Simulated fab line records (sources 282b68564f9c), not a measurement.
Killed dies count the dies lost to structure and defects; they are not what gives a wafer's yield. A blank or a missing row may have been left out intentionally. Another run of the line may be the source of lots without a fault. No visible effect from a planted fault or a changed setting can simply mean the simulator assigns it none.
Struck lot and sound lot, side by side -- flow rit cmos -- 45 steps out of a route of 202
Sound: wafers L681.2, L681.4, L681.5. Wafers L691.1, L691.5, L691.6 were the ones struck. The cause comes at the end.
Per side, at each step with rows, come the tool, then ch with its chambers, and then its first start. Under that, the readings that differ: sound wafers -- struck wafers -- difference of the means -- sigmas: that difference in standard deviations of wafers without a fault.
alike: readings with means less than 2 such deviations apart, plus words and numbers identical on both sides. not compared: withheld readings, readings lacking a value on some wafer, bounds such as >300 that could conceal the same value, and numbers that have no deviation in the record and whose values overlap.
The two part at a step that has a row with sigmas, a row that says differs or no value, or rows on one side only. Non-overlapping numbers with no deviation appear without sigmas and do not part them. Lack of a reading on every wafer of one side parts them only where that side has two or more wafers.

first, 1 step without rows for these wafers: RIT_ACTIVE_DEVELOP_10 (develop time 50 s).
RIT_ACTIVE_CD_MEAS_11 targets a cd of 1400 nm.
  sound: cd sem-01 at day 1 19:35; struck: cd sem-01 at day 3 21:34
  alike: cd nm
then, 1 step without rows for these wafers: RIT_ACTIVE_HARDBAKE_12 (time 60 s).
RIT_ACTIVE_ETCH_13: etches Si3N4 in SF6, stops on SiO2, time 210 s, target depth 210 nm.
  sound on rie diel-04 ch 0,2, day 1 19:50; struck on rie diel-01 ch 1,2, day 3 21:50
  alike: drypump motor current A, oes product au, throttle valve pct
  not compared: rf hours counter h
RIT_ACTIVE_STRIP_14: strips in O2, time 180 s.
  sound on plasma asher-03 ch 0,1, day 1 19:58; struck on plasma asher-01 ch 0,1, day 3 21:58
  alike: drypump motor current A
  not compared: rf hours counter h
RIT_ACTIVE_CD_MEAS_90 targets a cd of 1400 nm.
  sound: cd sem-02 at day 1 20:10; struck: cd sem-01 at day 3 22:08
  alike: cd nm
then, 4 steps without rows for these wafers: RIT_ACTIVE_CLEAN_15 (cleans in SC1, time 600 s); RIT_ACTIVE_CLEAN_16 (cleans in dHF, time 30 s); RIT_ACTIVE_CLEAN_17 (cleans in SC2, time 600 s); RIT_FOX1_OXIDATION_00 (target thk 350.7 nm, ox time 1130 s).
RIT_FOX1_THK_MEAS_01:
  sound: film metro-04 at day 1 21:57; struck: film metro-02 at day 3 23:58
  alike: FOX1_OXIDE_THK
then, 1 step without rows for these wafers: RIT_FOX1_WET_ETCH_02 (etches SiO2 in BOE, target depth 350 nm, time 390 s).
RIT_FOX2_OXIDATION_00: target thk 350.7 nm, ox time 1130 s.
  sound on furnace-01 ch 0, day 1 22:08; struck on furnace-04 ch 0, day 4 00:09
reading,sound,struck,difference,sigmas
spike tc centre C (C),1102.5 1103.1 1104.1,1067.0 1067.8 1066.6,-36.1,-37
spike tc load C (C),1130.9 1129.7 1130.4,1093.2 1091.3 1090.8,-38.6,-19
spike tc source C (C),1130.9 1127.5 1128.9,1089.8 1091.0 1091.7,-38.3,-17
tube center temp C (C),1099.9 1100 1100,1064.7 1064.5 1064.6,-35.4,-99 or more
tube_center_temp_C_max,1102.7 1103.0 1103.5,1068.1 1066.9 1067.7,-35.5,-77
zone power load pct (%),41.4 41.3 41.5,38.1 38.3 38.5,-3.1,-6
model.SiO2_of_FOX2_OXIDATION_00.thk nm (nm),353.4 352.5 352.9,288.5 287.2 289.5,-64.5,
RIT_FOX2_THK_MEAS_01:
  sound: film metro-03 at day 1 23:28; struck: film metro-02 at day 4 01:28
reading,sound,struck,difference,sigmas
FOX2_OXIDE_THK (nm),353 352 353,288 287 290,-64,-10
then, 2 steps without rows for these wafers: RIT_FOX2_CLEAN_02 (cleans in dHF, time 180 s); RIT_FOX2_WET_ETCH_03 (etches Si3N4 in H3PO4, target depth 195 nm, time 2700 s).
RIT_FOX2_THK_MEAS_90:
  sound: film metro-01 at day 2 00:20; struck: film metro-02 at day 4 02:20
reading,sound,struck,difference,sigmas
FIELD_OXIDE_LEFT_1_THK (nm),326 326 325,261 260 262,-65,-10
then, 6 steps without rows for these wafers: RIT_NWELL_HMDS_00 (prime time 60 s); RIT_NWELL_COAT_01 (resist thk 1300 nm); RIT_NWELL_SOFTBAKE_02 (time 60 s); RIT_NWELL_EXPOSE_03 (exposes mask M2, target cd 43900 nm); RIT_NWELL_PEB_04; RIT_NWELL_DEVELOP_05 (develop time 68 s).
RIT_NWELL_OVL_MEAS_06:
  sound: overlay-02 at day 2 01:23; struck: overlay-02 at day 4 03:17
reading,sound,struck,difference,sigmas
NWELL_OVL (nm),-1.2 -1.4 0.5,2.1 3.1 2.3,+3.2,+2
then, 2 steps without rows for these wafers: RIT_NWELL_HARDBAKE_07 (time 120 s); RIT_NWELL_IMPLANT_08.
RIT_NWELL_STRIP_09: strips in O2, time 180 s.
  sound on plasma asher-04 ch 0, day 2 01:58; struck on plasma asher-04 ch 0,1, day 4 03:43
  alike: drypump motor current A
  not compared: rf hours counter h
RIT_NWELL_TW_MEAS_10:
  sound: film metro-04 at day 2 02:09; struck: film metro-03 at day 4 03:54
  alike: NWELL_TW
then, 6 steps without rows for these wafers: RIT_PWELL_HMDS_00 (prime time 60 s); RIT_PWELL_COAT_01 (resist thk 1300 nm); RIT_PWELL_SOFTBAKE_02 (time 60 s); RIT_PWELL_EXPOSE_03 (exposes mask M3, target cd 43700 nm); RIT_PWELL_PEB_04; RIT_PWELL_DEVELOP_05 (develop time 68 s).
RIT_PWELL_OVL_MEAS_06:
  sound: overlay-01 at day 2 03:05; struck: overlay-02 at day 4 04:50
  alike: PWELL_OVL
then, 2 steps without rows for these wafers: RIT_PWELL_HARDBAKE_07 (time 120 s); RIT_PWELL_IMPLANT_08.
RIT_PWELL_STRIP_09: strips in O2, time 180 s.
  sound on plasma asher-03 ch 0, day 2 03:31; struck on plasma asher-04 ch 0,1, day 4 05:16
  alike: drypump motor current A
  not compared: rf hours counter h
RIT_PWELL_TW_MEAS_10:
  sound: film metro-03 at day 2 03:42; struck: film metro-03 at day 4 05:27
  alike: PWELL_TW
then, 1 step without rows for these wafers: RIT_WELLDRIVE_ANNEAL_00 (time 14700 s).
RIT_WELLDRIVE_RS_MEAS_01: uses a four-point probe to measure.
  sound: film metro-02 at day 2 09:38; struck: film metro-04 at day 4 10:35
reading,sound,struck,difference,sigmas
NWELL_RS (ohm/sq),273.7 273.2 274.1,276.1 276.3 277.2,+2.9,+4
RIT_WELLDRIVE_RS_MEAS_02: uses a four-point probe to measure.
  sound: film metro-02 at day 2 09:46; struck: film metro-04 at day 4 10:43
  alike: PWELL_RS
RIT_FOX2_THK_MEAS_91:
  sound: film metro-02 at day 2 13:50; struck: film metro-03 at day 4 14:28
reading,sound,struck,difference,sigmas
FIELD_OXIDE_LEFT_2_THK (nm),258 257 258,194 192 194,-64,-10
RIT_SILICIDE_WET_ETCH_00: etches SiO2 in BOE, target depth 14 nm, time 15 s.
  sound on wet bench-04 ch 3, day 3 07:48; struck on wet bench-03 ch 1, day 5 08:29
reading,sound,struck,difference,sigmas
model.SiO2_of_FOX2_OXIDATION_00.thk nm (nm),153.2 152 153.5,88.88 87.2 89.43,-64.40,
RIT_M1_PROBE_99:
  sound: prober-02 at day 3 14:44; struck: prober-02 at day 5 15:33
reading,sound,struck,difference,sigmas
model.etest.pldd.width nm (nm),3172 3164 3184,3234 3244 3239,+66,
model.etest.nldd.width nm (nm),3166 3176 3180,3245 3239 3226,+63,
model.etest.nplus sal.width nm (nm),3436 3448 3452,3478 3502 3498,+47,
model.etest.pplus sal.width nm (nm),3442 3455 3438,3472 3490 3495,+41,
model.etest.nmos narrow.drive ua um,225.3 227 222.1,239.3 233.8 234.8,+11.2,
model.etest.pwell.rs ohm sq,412.9 410.7 405.5,403.7 400.1 398.2,-9.0,
model.etest.field n.vt v (V),35.08 34.88 35.01,26.1 25.83 26.17,-9.0,
model.etest.field p metal.vt v (V),-29.58 -30 -30.5,-35.35 -36.02 -35.81,-5.70,
  alike: killed at contacts, killed at front end, killed dies, killed open, killed short

## WHERE THEY PART
First at RIT_FOX2_OXIDATION_00; last, within this record, at RIT_FOX2_THK_MEAS_91. Later steps at which nothing parts them and some readings are alike: RIT_M1_PROBE_99.

WHY: the cause the simulator had injected
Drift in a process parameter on furnace-04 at RIT_FOX2_OXIDATION_00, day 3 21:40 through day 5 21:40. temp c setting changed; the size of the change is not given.
